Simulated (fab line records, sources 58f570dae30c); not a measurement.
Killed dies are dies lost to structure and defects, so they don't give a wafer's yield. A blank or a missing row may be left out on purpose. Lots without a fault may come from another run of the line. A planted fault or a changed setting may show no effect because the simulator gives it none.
A struck lot beside a sound one | flow berkeley_cmos170 | 14 steps out of a route of 331
Sound: wafers L453.2, L453.4, L453.5. Struck: wafers L461.2, L461.4, L461.5. The cause comes at the end.
At each step with rows: each side's tool, then ch and its chambers, then its first start. Under that, the readings that differ: sound wafers | struck wafers | difference of the means | sigmas: that difference in standard deviations of wafers without a fault.
alike: readings whose means differ by less than 2 such deviations, and words and numbers that are the same on both sides. not compared: withheld readings, readings that some wafer has no value for, bounds like >300 that may hide the same value, and numbers for which the record gives no deviation and whose values overlap.
The two part at a step that has a row with sigmas, a row that says differs or no value, or rows on one side only. Numbers that don't overlap but have no deviation are shown without sigmas and don't part them. A reading that every wafer of one side lacks parts them only if that side has two wafers or more.

first, 2 steps without rows for these wafers: UCB170_FIELD_CLEAN_00 (cleans in dHF, time 7.5 s); UCB170_FIELD_OXIDATION_01 (target thk 558.3 nm, ox time 7200 s).
UCB170_FIELD_THK_MEAS_02:
  sound on film_metro-04, day 6 12:47; struck on film_metro-04, day 8 14:59
  alike: FIELD_OXIDE_THK
then, 4 steps without rows for these wafers: UCB170_FIELD_ANNEAL_03 (time 1200 s); UCB170_FIELD_WET_ETCH_04 (etches SiO2 in dHF, time 60 s); UCB170_FIELD_WET_ETCH_05 (etches Si3N4 in H3PO4, time 12600 s); UCB170_FIELD_WET_ETCH_06 (etches SiO2 in BOE, time 22 s).
UCB170_FIELD_THK_MEAS_90:
  sound on film_metro-03, day 7 01:40; struck on film_metro-02, day 9 01:26
  alike: FIELD_OXIDE_LEFT_1_THK
then, 2 steps without rows for these wafers: UCB170_SACOX_CLEAN_00 (cleans in dHF, time 7.5 s); UCB170_SACOX_OXIDATION_01 (target thk 14.4 nm, ox time 2400 s).
UCB170_SACOX_THK_MEAS_02:
  sound on film_metro-02, day 7 06:53; struck on film_metro-04, day 9 07:59
  reading              | sound             | struck            | difference | sigmas
  SACOX_OXIDE_THK (nm) | 14.50 14.61 14.64 | 14.18 14.18 13.81 | -0.53      | -2
then, 1 step without rows for these wafers: UCB170_SCREENOX_WET_ETCH_00 (etches SiO2 in dHF, time 200 s).
UCB170_SCREENOX_OXIDATION_01: target thk 14.4 nm, ox time 2400 s.
  sound on furnace-02 ch 0, day 7 10:52; struck on furnace-04, day 9 13:13
  no value came back on the struck wafers for ox_temp_c (C), ox_temp_c_max, zone_power_load_pct (%), zone_power_source_pct (%); on the sound wafers ox_temp_c (C) reads 899.8 900.4 899.8
then, 1 step without rows for these wafers: UCB170_SCREENOX_ANNEAL_03 (time 900 s).

WHERE THEY PART
First at UCB170_SACOX_THK_MEAS_02; last, within this record, at UCB170_SCREENOX_OXIDATION_01.

WHY: what the simulator had put in
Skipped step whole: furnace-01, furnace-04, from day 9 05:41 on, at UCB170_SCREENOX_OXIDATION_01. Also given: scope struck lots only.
